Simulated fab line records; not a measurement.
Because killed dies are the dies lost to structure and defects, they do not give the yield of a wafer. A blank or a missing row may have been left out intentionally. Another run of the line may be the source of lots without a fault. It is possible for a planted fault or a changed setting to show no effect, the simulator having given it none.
Problem report in the 8D (eight disciplines) form, filled by code + flow berkeley_cmos170 + the parts of the form that need people (team, actions taken, sign-off) are left out

1. THE PROBLEM
Wafers free of any fault read 528 (standard deviation 5.3) for NVT_TW at UCB170_NVT_TW_MEAS_09, against a mean of 485 on 6 wafers of 2 lots. That puts it -8.2 standard deviations away from the usual mean.
First observed at day 8 14:29: wafer L522.1, on film_metro-02. The record has a number at this step for 42 wafers belonging to 14 lots. By rule, "out" or "out of limits" means more than 4 standard deviations away from the usual mean. The rest of the wafers with a number are treated as sound.

2. WHAT THIS IS AND IS NOT
| question                    | is                           | is not                                                                                                         |
|-----------------------------|------------------------------|----------------------------------------------------------------------------------------------------------------|
| which readings at this step | NVT_TW                       | -                                                                                                              |
| which lots                  | L522, L524                   | L514, L515, L516, L518, L526, L527, L530, L532, L533, L534, L536, L537                                         |
| which wafers of those lots  | all that have a number       | -                                                                                                              |
| read on which gauges        | film_metro-01, film_metro-02 | film_metro-04                                                                                                  |
| when                        | from day 8 14:29             | up to then (12 sound wafers); but 24 sound wafers of L526, L527, L530, L532, L533, L534, L536, L537 came after |

3. SUSPECTS, AND WHAT RULES EACH OUT
Counting: a tool at any process step up to the reading remains a suspect when it ran all the lots that are out and ran no sound lot after the first of those.
- ruled out: the gauge at UCB170_NVT_TW_MEAS_09. 2 gauges (film_metro-01, film_metro-02) read the wafers that are out.
- implanter-01 at UCB170_NVT_IMPLANT_07: kept. It ran every lot that is out, first L522 (day 8 14:14), and no sound lot after that; its last sound lot up to then is L518 (day 7 05:36). Out on those wafers are its own readings of dose_ions_cm2, faraday_current_uA.
Remaining after the count: implanter-01 at UCB170_NVT_IMPLANT_07.

4. THE CAUSE (what the simulator had put in)
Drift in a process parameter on implanter-01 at UCB170_NVT_IMPLANT_07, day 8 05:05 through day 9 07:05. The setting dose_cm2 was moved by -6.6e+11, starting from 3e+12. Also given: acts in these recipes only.
Only this tool survived the counting.

5. THE CHAIN OF EFFECTS, in route order
Rows list readings where the struck wafers' mean (over those with a number) sits beyond 3 standard deviations from the usual. Only readings whose record carries a usual standard deviation are examined. hours: median over the lots of the time between each lot's start at the first step of this table that gives one and its start at this step. sigmas: the change, counted in usual standard deviations.
| hours | step                  | reading            | usual     | on struck wafers | change     | sigmas      |
|-------|-----------------------|--------------------|-----------|------------------|------------|-------------|
| 0     | UCB170_NVT_IMPLANT_07 | dose_ions_cm2      | 2.999e+12 | 2.341e+12        | -6.577e+11 | -99 or more |
| 0     | UCB170_NVT_IMPLANT_07 | faraday_current_uA | 9.54      | 7.45             | -2.09      | -10         |
| 0     | UCB170_NVT_TW_MEAS_09 | NVT_TW             | 528       | 485              | -43        | -8.2        |
Here are the process steps it includes:
- UCB170_NVT_IMPLANT_07
Later measuring or inspecting steps at which every struck wafer that the step has a row for has a number for every such reading, and none has moved that far: UCB170_GATE_THK_MEAS_02.

6. HOW IT WOULD HAVE BEEN CAUGHT EARLIER
The first out-of-limits reading at a measuring or inspecting step in this record came at day 8 14:29, 9 hours after the fault's start at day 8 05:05.
Tool's own readings at UCB170_NVT_IMPLANT_07, dose_ions_cm2, faraday_current_uA: out on all struck wafers the step has rows for; an alarm limit on them would have tripped on the first.
Of the lots that are out (2), L524 began UCB170_NVT_IMPLANT_07 on implanter-01 after day 8 14:29. Holding the tool at that time would have saved it.
